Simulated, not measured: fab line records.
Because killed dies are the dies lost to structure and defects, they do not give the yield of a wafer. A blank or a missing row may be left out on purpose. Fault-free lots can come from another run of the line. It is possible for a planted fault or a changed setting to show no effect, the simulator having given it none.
Check for tools in common + flow rit_cmos + Sample size 14 lots and 42 wafers

== WHY IT WAS OPENED ==
2 of 14 lots carry a flag on the reading REOX_OXIDE_THK at RIT_REOX_THK_MEAS_04. Fault-free wafers read 25.4 nm, with a standard deviation of 0.39.
Rule: a lot is flagged in two cases, either no wafer of it has a number, or all its wafers with numbers fall more than 4 standard deviations from that mean. The rest of the lots are taken to be sound.

| lot  | measured    | on            | REOX_OXIDE_THK (nm), wafer by wafer | flag    |
|------|-------------|---------------|-------------------------------------|---------|
| L357 | day 2 16:31 | film_metro-01 | 25.5 25.8 25.5                      |         |
| L358 | day 2 22:57 | film_metro-02 | 25.8 26.0 26.2                      |         |
| L359 | day 3 02:49 | film_metro-02 | 25.1 24.9 25.1                      |         |
| L360 | day 3 07:07 | film_metro-02 | 25.1 25.1 25.5                      |         |
| L361 | day 3 13:39 | film_metro-01 | 25.9 25.8 25.7                      |         |
| L362 | day 3 22:06 | film_metro-01 | 29.6 29.7 29.7                      | FLAGGED |
| L365 | day 4 12:41 | film_metro-01 | 25.7 25.7 25.8                      |         |
| L366 | day 4 14:49 | film_metro-01 | 28.9 29.7 28.9                      | FLAGGED |
| L372 | day 5 23:06 | film_metro-01 | 25.7 25.5 25.9                      |         |
| L375 | day 6 12:58 | film_metro-02 | 25.6 24.9 25.2                      |         |
| L377 | day 7 01:47 | film_metro-01 | 25.4 25.1 24.7                      |         |
| L378 | day 7 04:30 | film_metro-03 | 24.9 24.7 24.7                      |         |
| L379 | day 7 10:50 | film_metro-02 | 25.8 25.6 25.5                      |         |
| L380 | day 7 16:16 | film_metro-02 | 25.5 25.3 25.3                      |         |
Average over the flagged lots: 29.4 nm; offset from the usual +4.0 nm, equal to +10 standard deviations.

== EACH LOT AND THE TOOL IT RAN ON ==
The record keeps 1 process step preceding the reading, out of 202 steps on the route. Each cell gives the tool, then ch followed by the chambers the sampled wafers passed through, then the start.
| lot  | flag    | RIT_REOX_OXIDATION_03        |
|------|---------|------------------------------|
| L357 |         | furnace-02 ch 0, day 2 13:56 |
| L358 |         | furnace-02 ch 0, day 2 20:23 |
| L359 |         | furnace-02 ch 0, day 3 00:15 |
| L360 |         | furnace-02 ch 0, day 3 04:34 |
| L361 |         | furnace-02 ch 0, day 3 11:06 |
| L362 | FLAGGED | furnace-02 ch 0, day 3 19:33 |
| L365 |         | furnace-03 ch 0, day 4 10:08 |
| L366 | FLAGGED | furnace-02 ch 0, day 4 12:16 |
| L372 |         | furnace-01 ch 0, day 5 20:33 |
| L375 |         | furnace-01 ch 0, day 6 10:25 |
| L377 |         | furnace-01 ch 0, day 6 23:14 |
| L378 |         | furnace-01 ch 0, day 7 01:56 |
| L379 |         | furnace-02 ch 0, day 7 08:17 |
| L380 |         | furnace-01 ch 0, day 7 13:43 |
What these steps do:
- RIT_REOX_OXIDATION_03: target thk 25.2 nm, ox time 5580 s.
- RIT_REOX_THK_MEAS_04

== FLAGGED AGAINST TOTAL, ONE TOOL AT A TIME (gauges that did the reading follow at the end) ==
| step                  | tool          | lots run | flagged | share of the flagged lots | sound lots run after its first flagged lot |
|-----------------------|---------------|----------|---------|---------------------------|--------------------------------------------|
| RIT_REOX_OXIDATION_03 | furnace-01    | 5        | 0       | none                      | -                                          |
| RIT_REOX_OXIDATION_03 | furnace-02    | 8        | 2       | all                       | 1 (L379)                                   |
| RIT_REOX_OXIDATION_03 | furnace-03    | 1        | 0       | none                      | -                                          |
| RIT_REOX_THK_MEAS_04  | film_metro-01 | 7        | 2       | all                       | 3 (L365,L372,L377)                         |
| RIT_REOX_THK_MEAS_04  | film_metro-02 | 6        | 0       | none                      | -                                          |
| RIT_REOX_THK_MEAS_04  | film_metro-03 | 1        | 0       | none                      | -                                          |

== WHAT THE TABLE ALLOWS ==
In 2 table rows, all flagged lots were run: furnace-02 (RIT_REOX_OXIDATION_03), film_metro-01 (RIT_REOX_THK_MEAS_04).
- furnace-02 at RIT_REOX_OXIDATION_03: 2 of its 8 lots flagged. Lots that were sound ran on it after the first flagged one (L379); a persistent fault on the entire tool would not allow that. Its own readings lie more than 4 standard deviations out on every wafer of the flagged lots: spike_tc_centre_C, spike_tc_load_C, spike_tc_source_C, tube_center_temp_C, tube_center_temp_C_max.
- film_metro-01 at RIT_REOX_THK_MEAS_04: 2 of its 7 lots flagged. Lots that were sound ran on it after the first flagged one (L365, L372, L377); a persistent fault on the entire tool would not allow that.
There is no row in the table that ran each flagged lot and no sound lot after the first.

== WHAT WAS PUT IN BY THE SIMULATOR ==
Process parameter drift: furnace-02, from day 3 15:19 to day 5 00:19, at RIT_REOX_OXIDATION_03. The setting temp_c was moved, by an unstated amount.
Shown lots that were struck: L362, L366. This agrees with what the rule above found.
